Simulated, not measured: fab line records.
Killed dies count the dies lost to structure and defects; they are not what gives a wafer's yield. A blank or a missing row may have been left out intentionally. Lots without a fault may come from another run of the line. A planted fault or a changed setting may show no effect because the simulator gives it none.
fab line records	flow berkeleyCmos170	part 1 of 2: steps 1 to 40 of 43
record: lots: 7	wafers: 21	lastDay: 11
route steps=331 shown M2@278 V2@292 M3@309
lots with no fault: from the same line, run without faults
startH: start of the lot's first displayed wafer, in hours after the record's first day	waitH: hours from the lot's prior step to this one	" as in the row above	L1.1+2: several wafers, shown together as one row	- no value, or no start given	* or withheld: withheld	< > ~ a bound
route shown NAME@n: NAME is a module with steps in the file, n the number in the route of the first one	usual: mean/standard deviation taken from wafers without a fault	same: alike in all rows	chamber/n: place in a boat	sites: per-site readings	_std_site: standard deviation of those values	_edge_site: inner sites' mean taken away from outer sites' mean	radiusMm: for every site, how far away it sits from the centre of the wafer	mask NAME#n: copy n	behind: the tool/chamber that last shaped the wafer	hold: reason for holding the lot/hours on hold/outcome of the hold	device: the n, p or np transistor that did not switch	end of line: the route-end tests of the same wafers	a step without rows: its recipe alone	killed: dies that structure and defects cost at the first sort, which is not the same as the wafer's yield	map: a wafer's dies, x killed, . not, _ none there
set.NAME: the setting as run; set.NAME@STEP: as run at that earlier step	model.NAME: the simulator's own value behind a step, which no gauge read
lots at selected steps of the route; one table per step, one row per wafer
services: from which hour (startH, from the record's first day; less than 0 if before it) a tool's chamber was out of use, for how many hours, and why
== steps ==
step: UCB170_M2_STRIP_07
recipe: chemistry: O2	powerW: 400	pressureMtorr: 3500	platenTempC: withheld	o2FlowSccm: 400	overashFraction: 0.5
usual: drypumpMotorCurrentA: 5.4/0.33	oesProductAu: 0.735/0.0043	stripTimeToEndpointS: 21.98/0.069
lot.wafer	tool	chamber	startH	waitH	drypumpMotorCurrentA	oesProductAu	rfHoursCounterH	stripTimeToEndpointS
L281.2	plasmaAsher-02	0	174.35	0.1	5.0	0.740	43	21.88
L281.5	"	1	"	"	5.9	0.733	-	21.93
L281.6	"	0	"	"	5.0	0.727	-	22.01
L287.2	plasmaAsher-01	0	195.40	0.1	5.4	0.729	54	22.04
L287.3	"	1	"	"	5.6	0.739	-	21.94
L287.6	"	0	"	"	5.4	0.736	-	21.98
L288.2	plasmaAsher-04	0	202.67	0.1	5.0	0.739	39	21.79
L288.4	"	1	"	"	5.5	0.730	-	21.80
L288.6	"	0	"	"	5.0	0.734	-	21.88
L294.1	plasmaAsher-02	0	226.23	0.1	5.0	0.731	49	21.98
L294.3	"	0	"	"	5.0	0.734	-	21.99
L294.4	"	1	"	"	5.8	0.733	-	22.02
L295.2	plasmaAsher-01	0	228.98	0.1	5.4	0.735	58	22.11
L295.3	"	0	"	"	5.4	0.743	-	22.10
L295.6	"	1	"	"	5.7	0.737	-	22.04
L297.1	plasmaAsher-04	0	241.14	0.1	5.1	0.727	44	21.91
L297.3	"	0	"	"	5.1	0.730	-	21.88
L297.4	"	1	"	"	5.5	0.741	-	21.95
L303.1	plasmaAsher-01	1	266.28	0.1	5.6	0.740	63	21.98
L303.3	"	1	"	"	5.6	0.735	-	21.92
L303.4	"	0	"	"	5.4	0.738	-	21.93
step: UCB170_M2_STRIP_08
recipe: chemistry: DMSO	tempC: 80	timeS: 600	material: KrF
step: UCB170_M2_COAT_09
recipe: resist: BARC	tempC: withheld	timeS: withheld	spinRpm: 3000	resistThkNm: withheld
step: UCB170_M2_COAT_10
recipe: resist: KrF	spinRpm: 1500	resistThkNm: 900
step: UCB170_M2_SOFTBAKE_11
recipe: resist: KrF	tempC: 130	timeS: 60
step: UCB170_M2_EXPOSE_12
recipe: maskId: METAL2	targetCdNm: 700	na: 0.5	sigmaOuter: 0.6	sourceShape: conventional	doseMj: 26
step: UCB170_M2_PEB_13
recipe: pebTempC: 130	pebTimeS: withheld	resist: KrF
step: UCB170_M2_DEVELOP_14
recipe: developer: TMAH	developTimeS: 45	resist: KrF	devTempC: 21
step: UCB170_M2_CD_MEAS_15
recipe: targetCdNm: 700
usual: cdNm: 700.6/1.3
lot.wafer	tool	chamber	startH	waitH	cdNm
L281.2	cdSem-02	-	175.82	-	700.1
L281.5	"	-	"	"	700.5
L281.6	"	-	"	"	702.7
L287.2	cdSem-02	-	197.35	-	700.5
L287.3	"	-	"	"	700.4
L287.6	"	-	"	"	701.5
L288.2	cdSem-01	-	204.14	-	700.4
L288.4	"	-	"	"	701.3
L288.6	"	-	"	"	700.4
L294.1	cdSem-01	-	227.34	-	699.7
L294.3	"	-	"	"	700.0
L294.4	"	-	"	"	699.3
L295.2	cdSem-01	-	230.12	-	698.3
L295.3	"	-	"	"	699.8
L295.6	"	-	"	"	700.1
L297.1	cdSem-01	-	244.23	-	698.7
L297.3	"	-	"	"	699.1
L297.4	"	-	"	"	698.6
L303.1	cdSem-02	-	267.56	-	701.8
L303.3	"	-	"	"	701.7
L303.4	"	-	"	"	701.0
step: UCB170_M2_OVL_MEAS_16
usual: M2_OVL: 3/6
lot.wafer	tool	chamber	startH	waitH	M2_OVL[nm]
L281.2	overlay-01	-	175.92	0.1	2
L281.5	"	-	"	"	4
L281.6	"	-	"	"	-3
L287.2	overlay-02	-	197.45	0.1	2
L287.3	"	-	"	"	-2
L287.6	"	-	"	"	5
L288.2	overlay-02	-	204.24	0.1	18
L288.4	"	-	"	"	15
L288.6	"	-	"	"	11
L294.1	overlay-02	-	227.46	0.1	5
L294.3	"	-	"	"	5
L294.4	"	-	"	"	8
L295.2	overlay-01	-	230.22	0.1	8
L295.3	"	-	"	"	15
L295.6	"	-	"	"	8
L297.1	overlay-02	-	244.35	0.1	9
L297.3	"	-	"	"	5
L297.4	"	-	"	"	9
L303.1	overlay-01	-	267.68	0.1	8
L303.3	"	-	"	"	8
L303.4	"	-	"	"	1
step: UCB170_M2_ETCH_17
recipe: chemistry: N2/H2	targetDepthA: withheld	overetchA: withheld	target: BARC	timeS: withheld	sourceW: 500	biasW: 100	pressureMtorr: 30	n2FlowSccm: 100	h2FlowSccm: 200
usual: drypumpMotorCurrentA: 5.7/0.4	oesProductAu: 0.996/0.02	throttleValvePct: 13.30/0.14
lot.wafer	tool	chamber	startH	waitH	drypumpMotorCurrentA	oesProductAu	throttleValvePct
L281.2	rieDiel-02	3	175.95	0.0	5.4	0.978	13.27
L281.5	"	1	"	"	5.5	0.996	13.28
L281.6	"	2	"	"	4.8	0.992	13.44
L287.2	rieDiel-02	3	197.48	0.0	5.4	0.985	13.28
L287.3	"	0	"	"	5.6	0.969	13.26
L287.6	"	2	"	"	4.9	0.980	13.44
L288.2	rieDiel-02	2	204.27	0.0	4.8	1.003	13.45
L288.4	"	0	"	"	5.6	0.976	13.27
L288.6	"	2	"	"	4.8	1.011	13.45
L294.1	rieDiel-03	0	227.50	0.0	5.7	1.008	13.07
L294.3	"	2	"	"	6.2	1.029	13.27
L294.4	"	3	"	"	5.9	0.988	13.63
L295.2	rieDiel-02	2	230.25	0.0	4.8	0.996	13.45
L295.3	"	3	"	"	5.4	0.993	13.29
L295.6	"	2	"	"	4.8	0.994	13.44
L297.1	rieDiel-03	1	244.39	0.0	5.9	0.967	13.45
L297.3	"	0	"	"	5.7	0.998	13.06
L297.4	"	0	"	"	5.7	0.991	13.07
L303.1	rieDiel-04	2	267.71	0.0	5.5	0.985	13.11
L303.3	"	1	"	"	5.6	1.019	13.43
L303.4	"	0	"	"	6.1	1.035	13.20
step: UCB170_M2_METAL_ETCH_18
recipe: chemistry: Cl2/BCl3	target: Al	stopOn: SiO2	pressureMtorr: 12	targetDepthA: 11700	overEtchFrac: 0.3	timeS: 195	icpW: 600	biasW: 120	Cl2_flow_sccm: 90	bcl3FlowSccm: 45
step: UCB170_M2_STRIP_19
recipe: chemistry: O2	powerW: 400	pressureMtorr: 3500	platenTempC: withheld	o2FlowSccm: 400	overashFraction: 0.5
usual: drypumpMotorCurrentA: 5.41/0.29	oesProductAu: 0.555/0.012
lot.wafer	tool	chamber	startH	waitH	drypumpMotorCurrentA	oesProductAu	rfHoursCounterH
L281.2	plasmaAsher-04	0	176.18	0.1	5.03	0.538	36
L281.5	"	1	"	"	5.50	0.540	-
L281.6	"	0	"	"	5.05	0.543	-
L287.2	plasmaAsher-04	1	197.71	0.1	5.48	0.543	38
L287.3	"	0	"	"	5.02	0.539	-
L287.6	"	1	"	"	5.48	0.542	-
L288.2	plasmaAsher-04	1	204.57	0.2	5.49	0.544	39
L288.4	"	1	"	"	5.48	0.543	-
L288.6	"	0	"	"	5.07	0.530	-
L294.1	plasmaAsher-04	0	227.73	0.1	5.06	0.555	42
L294.3	"	0	"	"	5.11	0.542	-
L294.4	"	1	"	"	5.47	0.557	-
L295.2	plasmaAsher-02	0	230.48	0.1	5.02	0.542	49
L295.3	"	0	"	"	5.01	0.542	-
L295.6	"	0	"	"	5.00	0.550	-
L297.1	plasmaAsher-01	1	244.62	0.1	5.64	0.540	60
L297.3	"	1	"	"	5.68	0.548	-
L297.4	"	0	"	"	5.41	0.584	-
L303.1	plasmaAsher-01	1	267.94	0.1	5.62	0.538	64
L303.3	"	1	"	"	5.67	0.538	-
L303.4	"	0	"	"	5.42	0.579	-
step: UCB170_M2_CD_MEAS_90
recipe: targetCdNm: 700
usual: cdNm: 704/3.2
lot.wafer	tool	chamber	startH	waitH	cdNm
L281.2	cdSem-01	-	176.30	0.1	704
L281.5	"	-	"	"	705
L281.6	"	-	"	"	705
L287.2	cdSem-02	-	197.83	0.1	703
L287.3	"	-	"	"	703
L287.6	"	-	"	"	704
L288.2	cdSem-01	-	204.69	0.1	704
L288.4	"	-	"	"	705
L288.6	"	-	"	"	699
L294.1	cdSem-01	-	227.83	0.1	707
L294.3	"	-	"	"	703
L294.4	"	-	"	"	706
L295.2	cdSem-02	-	230.60	0.1	701
L295.3	"	-	"	"	703
L295.6	"	-	"	"	702
L297.1	cdSem-01	-	244.78	0.1	698
L297.3	"	-	"	"	698
L297.4	"	-	"	"	697
L303.1	cdSem-02	-	268.04	0.1	705
L303.3	"	-	"	"	705
L303.4	"	-	"	"	702
step: UCB170_V2_CVD_00
recipe: material: SiO2	targetThkNm: 2000	tempC: 390	precursor: TEOS/O2	timeS: 250	rfW: 550	pressureMtorr: 9000
step: UCB170_V2_THK_MEAS_01
recipe: reads: SiO2_of_V2_CVD_00
usual: V2_TEOS_THK: 1993/30
lot.wafer	tool	chamber	startH	waitH	V2_TEOS_THK[nm]
L281.2	filmMetro-03	-	176.57	0.1	2017
L281.5	"	-	"	"	2031
L281.6	"	-	"	"	2046
L287.2	filmMetro-04	-	198.10	0.1	1980
L287.3	"	-	"	"	1976
L287.6	"	-	"	"	1968
L288.2	filmMetro-01	-	204.95	0.1	1945
L288.4	"	-	"	"	1993
L288.6	"	-	"	"	2001
L294.1	filmMetro-04	-	228.11	0.1	1960
L294.3	"	-	"	"	1977
L294.4	"	-	"	"	2009
L295.2	filmMetro-04	-	230.87	0.1	1991
L295.3	"	-	"	"	1972
L295.6	"	-	"	"	2078
L297.1	filmMetro-03	-	245.06	0.1	1960
L297.3	"	-	"	"	2000
L297.4	"	-	"	"	2000
L303.1	filmMetro-04	-	268.32	0.1	1958
L303.3	"	-	"	"	1964
L303.4	"	-	"	"	1996
step: UCB170_V2_CMP_02
recipe: material: SiO2	downForcePsi: 6	platenRpm: 60	padVelocityMS: 0.75398
usual: motorCurrentA: 15.0/1.4
lot.wafer	tool	chamber	startH	waitH	motorCurrentA
L281.2	cmp-01	1	176.77	0.2	15.0
L281.5	"	2	"	"	14.1
L281.6	"	3	"	"	16.1
L287.2	cmp-02	3	198.15	0.0	16.2
L287.3	"	1	"	"	15.5
L287.6	"	3	"	"	16.9
L288.4	cmp-02	1	205.10	0.1	15.7
L288.2	"	2	"	"	13.5
L288.6	"	3	"	"	16.1
L294.3	cmp-01	0	228.17	0.0	14.3
L294.1	"	2	"	"	13.2
L294.4	"	3	"	"	16.5
L295.2	cmp-02	2	230.92	0.0	12.1
L295.3	"	1	"	"	16.7
L295.6	"	3	"	"	16.2
L297.3	cmp-02	3	245.12	0.0	15.9
L297.4	"	0	"	"	13.8
L297.1	"	2	"	"	12.9
L303.3	cmp-02	2	268.38	0.0	13.8
L303.4	"	0	"	"	14.6
L303.1	"	1	"	"	15.7
step: UCB170_V2_BOW_MEAS_03
recipe: mode: bow
usual: V2_BOW: 36/7.9
lot.wafer	tool	chamber	startH	waitH	V2_BOW[um]
L281.2	filmMetro-01	-	176.94	0.1	28
L281.5	"	-	"	"	32
L281.6	"	-	"	"	20
L287.2	filmMetro-03	-	198.47	0.3	42
L287.3	"	-	"	"	25
L287.6	"	-	"	"	39
L288.2	filmMetro-03	-	205.32	0.1	35
L288.4	"	-	"	"	33
L288.6	"	-	"	"	48
L294.1	filmMetro-01	-	228.47	0.1	33
L294.3	"	-	"	"	46
L294.4	"	-	"	"	33
L295.2	filmMetro-03	-	231.24	0.3	38
L295.3	"	-	"	"	32
L295.6	"	-	"	"	41
L297.1	filmMetro-01	-	245.42	0.1	24
L297.3	"	-	"	"	28
L297.4	"	-	"	"	32
L303.1	filmMetro-01	-	268.70	0.1	42
L303.3	"	-	"	"	34
L303.4	"	-	"	"	33
step: UCB170_V2_THK_MEAS_04
recipe: reads: SiO2_of_V2_CVD_00
usual: V2_POLISHED_THK: 999.0/1.1
lot.wafer	tool	chamber	startH	waitH	V2_POLISHED_THK[nm]
L281.2	filmMetro-01	-	177.05	0.1	999.9
L281.5	"	-	"	"	999.6
L281.6	"	-	"	"	1000.7
L287.2	filmMetro-03	-	198.58	0.1	997.3
L287.3	"	-	"	"	999.8
L287.6	"	-	"	"	998.4
L288.2	filmMetro-03	-	205.43	0.1	998.0
L288.4	"	-	"	"	998.7
L288.6	"	-	"	"	997.3
L294.1	filmMetro-01	-	228.59	0.1	1001.5
L294.3	"	-	"	"	998.7
L294.4	"	-	"	"	998.3
L295.2	filmMetro-03	-	231.35	0.1	998.3
L295.3	"	-	"	"	996.6
L295.6	"	-	"	"	995.7
L297.1	filmMetro-01	-	245.54	0.1	998.8
L297.3	"	-	"	"	998.4
L297.4	"	-	"	"	998.1
L303.1	filmMetro-01	-	268.82	0.1	999.8
L303.3	"	-	"	"	998.4
L303.4	"	-	"	"	1001.0
step: UCB170_V2_CLEAN_05
recipe: chemistry: DIW
step: UCB170_V2_HMDS_06
recipe: primeTimeS: 60	primeTempC: 100
step: UCB170_V2_COAT_07
recipe: resist: KrF	spinRpm: 1500	resistThkNm: 900
step: UCB170_V2_SOFTBAKE_08
recipe: resist: KrF	tempC: 130	timeS: 60
step: UCB170_V2_EXPOSE_09
recipe: maskId: VIA2	targetCdNm: 700	na: 0.5	sigmaOuter: 0.6	sourceShape: conventional	doseMj: 37
step: UCB170_V2_PEB_10
recipe: pebTempC: 130	pebTimeS: withheld	resist: KrF
step: UCB170_V2_DEVELOP_11
recipe: developer: TMAH	developTimeS: 45	resist: KrF	devTempC: 21
step: UCB170_V2_CD_MEAS_12
recipe: targetCdNm: 700
usual: cdNm: 700.1/1.7
lot.wafer	tool	chamber	startH	waitH	cdNm
L281.2	cdSem-02	-	179.82	-	699.6
L281.5	"	-	"	"	698.9
L281.6	"	-	"	"	699.8
L287.2	cdSem-02	-	200.02	-	700.3
L287.3	"	-	"	"	700.9
L287.6	"	-	"	"	698.5
L288.2	cdSem-01	-	210.74	-	699.3
L288.4	"	-	"	"	698.6
L288.6	"	-	"	"	699.3
L294.1	cdSem-02	-	230.13	-	699.4
L294.3	"	-	"	"	699.2
L294.4	"	-	"	"	698.1
L295.2	cdSem-01	-	233.57	-	703.3
L295.3	"	-	"	"	703.3
L295.6	"	-	"	"	703.6
L297.1	cdSem-01	-	248.01	-	702.3
L297.3	"	-	"	"	700.5
L297.4	"	-	"	"	700.0
L303.1	cdSem-02	-	270.12	-	700.9
L303.3	"	-	"	"	700.6
L303.4	"	-	"	"	699.9
step: UCB170_V2_OVL_MEAS_13
usual: V2_OVL: 2/5.5
lot.wafer	tool	chamber	startH	waitH	V2_OVL[nm]
L281.2	overlay-02	-	179.93	0.1	-5
L281.5	"	-	"	"	2
L281.6	"	-	"	"	-2
L287.2	overlay-01	-	200.12	0.1	-8
L287.3	"	-	"	"	-6
L287.6	"	-	"	"	1
L288.2	overlay-02	-	210.85	0.1	8
L288.4	"	-	"	"	-3
L288.6	"	-	"	"	5
L294.1	overlay-02	-	230.25	0.1	5
L294.3	"	-	"	"	4
L294.4	"	-	"	"	3
L295.2	overlay-01	-	233.67	0.1	2
L295.3	"	-	"	"	8
L295.6	"	-	"	"	1
L297.1	overlay-02	-	248.13	0.1	-10
L297.3	"	-	"	"	1
L297.4	"	-	"	"	1
L303.1	overlay-01	-	270.24	0.1	-6
L303.3	"	-	"	"	2
L303.4	"	-	"	"	5
step: UCB170_V2_ETCH_14
recipe: chemistry: CHF3/CF4/Ar	target: SiO2	stopOn: Al	CHF3_flow_sccm: 45	cf4FlowSccm: 15	Ar_flow_sccm: 150	pressureMtorr: 200	rfW: 700	targetDepthA: 12500	overEtchFrac: 0.25	timeS: 291
step: UCB170_V2_STRIP_15
recipe: chemistry: O2	powerW: 400	pressureMtorr: 3500	platenTempC: withheld	o2FlowSccm: 400	overashFraction: 0.5
usual: drypumpMotorCurrentA: 5.6/0.36	oesProductAu: 0.722/0.0046	stripTimeToEndpointS: 15.37/0.17
lot.wafer	tool	chamber	startH	waitH	drypumpMotorCurrentA	oesProductAu	rfHoursCounterH	stripTimeToEndpointS
L281.2	plasmaAsher-04	0	180.14	0.1	5.1	0.721	36	15.27
L281.5	"	0	"	"	5.0	0.731	-	15.35
L281.6	"	1	"	"	5.5	0.714	-	15.76
L287.2	plasmaAsher-03	1	200.33	0.1	6.0	0.716	9	15.26
L287.3	"	0	"	"	6.1	0.717	-	15.56
L287.6	"	0	"	"	6.1	0.726	-	15.61
L288.2	plasmaAsher-04	0	211.06	0.1	5.0	0.720	40	15.30
L288.4	"	1	"	"	5.5	0.722	-	15.58
L288.6	"	0	"	"	5.0	0.718	-	15.18
L294.1	plasmaAsher-01	1	230.47	0.1	5.6	0.726	58	15.34
L294.3	"	1	"	"	5.6	0.716	-	15.05
L294.4	"	0	"	"	5.4	0.727	-	15.54
L295.2	plasmaAsher-01	0	233.88	0.1	5.4	0.722	59	15.44
L295.3	"	0	"	"	5.4	0.721	-	15.50
L295.6	"	0	"	"	5.4	0.728	-	15.38
L297.1	plasmaAsher-03	0	248.34	0.1	6.1	0.717	15	15.08
L297.3	"	1	"	"	6.0	0.723	-	15.63
L297.4	"	0	"	"	6.1	0.728	-	15.35
L303.1	plasmaAsher-01	0	270.46	0.1	5.4	0.730	64	15.26
L303.3	"	1	"	"	5.7	0.728	-	15.24
L303.4	"	0	"	"	5.4	0.717	-	15.21
step: UCB170_V2_CD_MEAS_90
recipe: targetCdNm: 700
usual: cdNm: 700.3/2.1
lot.wafer	tool	chamber	startH	waitH	cdNm
L281.2	cdSem-02	-	180.30	0.1	702.0
L281.5	"	-	"	"	701.1
L281.6	"	-	"	"	699.8
L287.2	cdSem-01	-	200.45	0.1	699.8
L287.3	"	-	"	"	700.2
L287.6	"	-	"	"	698.8
L288.2	cdSem-01	-	211.18	0.1	699.4
L288.4	"	-	"	"	698.4
L288.6	"	-	"	"	702.6
L294.1	cdSem-01	-	230.57	0.1	700.1
L294.3	"	-	"	"	700.7
L294.4	"	-	"	"	697.5
L295.2	cdSem-01	-	234.00	0.1	701.9
L295.3	"	-	"	"	702.5
L295.6	"	-	"	"	702.3
L297.1	cdSem-02	-	248.44	0.1	704.7
L297.3	"	-	"	"	700.0
L297.4	"	-	"	"	702.1
L303.1	cdSem-01	-	270.56	0.1	701.6
L303.3	"	-	"	"	700.7
L303.4	"	-	"	"	701.9
step: UCB170_M3_PRE_CLEAN_00
recipe: gas: Ar	precleanEtchTimeS: 60
step: UCB170_M3_SPUTTER_01
recipe: material: Al	targetThkNm: 900	timeS: 120	powerW: 6000	chamberPressurePa: 0.5
usual: throttleValvePct: 29.7/1.5
lot.wafer	tool	chamber	startH	waitH	throttleValvePct
L281.2	pvdSputter-04	-	180.47	0.0	28.8
L281.5	"	-	"	"	28.4
L281.6	"	-	"	"	28.6
L287.2	pvdSputter-01	-	200.62	0.0	27.1
L287.3	"	-	"	"	29.7
L287.6	"	-	"	"	31.0
L288.2	pvdSputter-02	-	211.34	0.0	30.7
L288.4	"	-	"	"	29.7
L288.6	"	-	"	"	29.8
L294.1	pvdSputter-02	-	230.75	0.0	29.8
L294.3	"	-	"	"	27.5
L294.4	"	-	"	"	30.8
L295.2	pvdSputter-04	-	234.17	0.0	28.6
L295.3	"	-	"	"	31.5
L295.6	"	-	"	"	28.7
L297.1	pvdSputter-01	-	248.63	0.0	31.1
L297.3	"	-	"	"	27.0
L297.4	"	-	"	"	29.9
L303.1	pvdSputter-01	-	270.74	0.0	31.5
L303.3	"	-	"	"	29.7
L303.4	"	-	"	"	30.9
step: UCB170_M3_RS_MEAS_02
recipe: thkMeasGauge: four-point-probe	reads: Al_of_M3_SPUTTER_01
usual: M3_AL_RS: 0.0321/0.00037
lot.wafer	tool	chamber	startH	waitH	M3_AL_RS[ohm/sq]
L281.2	filmMetro-02	-	180.57	0.1	0.0318
L281.5	"	-	"	"	0.0326
L281.6	"	-	"	"	0.0318
L287.2	filmMetro-01	-	200.72	0.1	0.0321
L287.3	"	-	"	"	0.0317
L287.6	"	-	"	"	0.0318
L288.2	filmMetro-01	-	211.45	0.1	0.0323
L288.4	"	-	"	"	0.0321
L288.6	"	-	"	"	0.0322
L294.1	filmMetro-01	-	230.84	0.0	0.0319
L294.3	"	-	"	"	0.0318
L294.4	"	-	"	"	0.0322
L295.2	filmMetro-01	-	234.27	0.1	0.0321
L295.3	"	-	"	"	0.0321
L295.6	"	-	"	"	0.0317
L297.1	filmMetro-04	-	248.71	0.0	0.0322
L297.3	"	-	"	"	0.0327
L297.4	"	-	"	"	0.0319
L303.1	filmMetro-04	-	270.83	0.0	0.0323
L303.3	"	-	"	"	0.0322
L303.4	"	-	"	"	0.0327
step: UCB170_M3_THK_MEAS_03
recipe: thkMeasGauge: xrf	reads: Al_of_M3_SPUTTER_01
usual: M3_AL_THK: 912/11
lot.wafer	tool	chamber	startH	waitH	M3_AL_THK[nm]
L281.2	filmMetro-02	-	180.68	0.1	922
L281.5	"	-	"	"	892
L281.6	"	-	"	"	916
L287.2	filmMetro-01	-	200.83	0.1	912
L287.3	"	-	"	"	923
L287.6	"	-	"	"	920
L288.2	filmMetro-01	-	211.56	0.1	905
L288.4	"	-	"	"	910
L288.6	"	-	"	"	909
L294.1	filmMetro-01	-	230.96	0.1	916
L294.3	"	-	"	"	917
L294.4	"	-	"	"	908
L295.2	filmMetro-01	-	234.38	0.1	909
L295.3	"	-	"	"	908
L295.6	"	-	"	"	921
L297.1	filmMetro-04	-	248.83	0.1	918
L297.3	"	-	"	"	902
L297.4	"	-	"	"	924
L303.1	filmMetro-04	-	270.95	0.1	909
L303.3	"	-	"	"	907
L303.4	"	-	"	"	897
step: UCB170_M3_HMDS_04
recipe: primeTimeS: 60	primeTempC: 100
step: UCB170_M3_COAT_05
recipe: resist: KrF	spinRpm: 1500	resistThkNm: 900
step: UCB170_M3_SOFTBAKE_06
recipe: resist: KrF	tempC: 130	timeS: 60
step: UCB170_M3_STRIP_07
recipe: chemistry: O2	powerW: 400	pressureMtorr: 3500	platenTempC: withheld	o2FlowSccm: 400	overashFraction: 0.5
step: UCB170_M3_STRIP_08
recipe: chemistry: DMSO	tempC: 80	timeS: 600	material: KrF
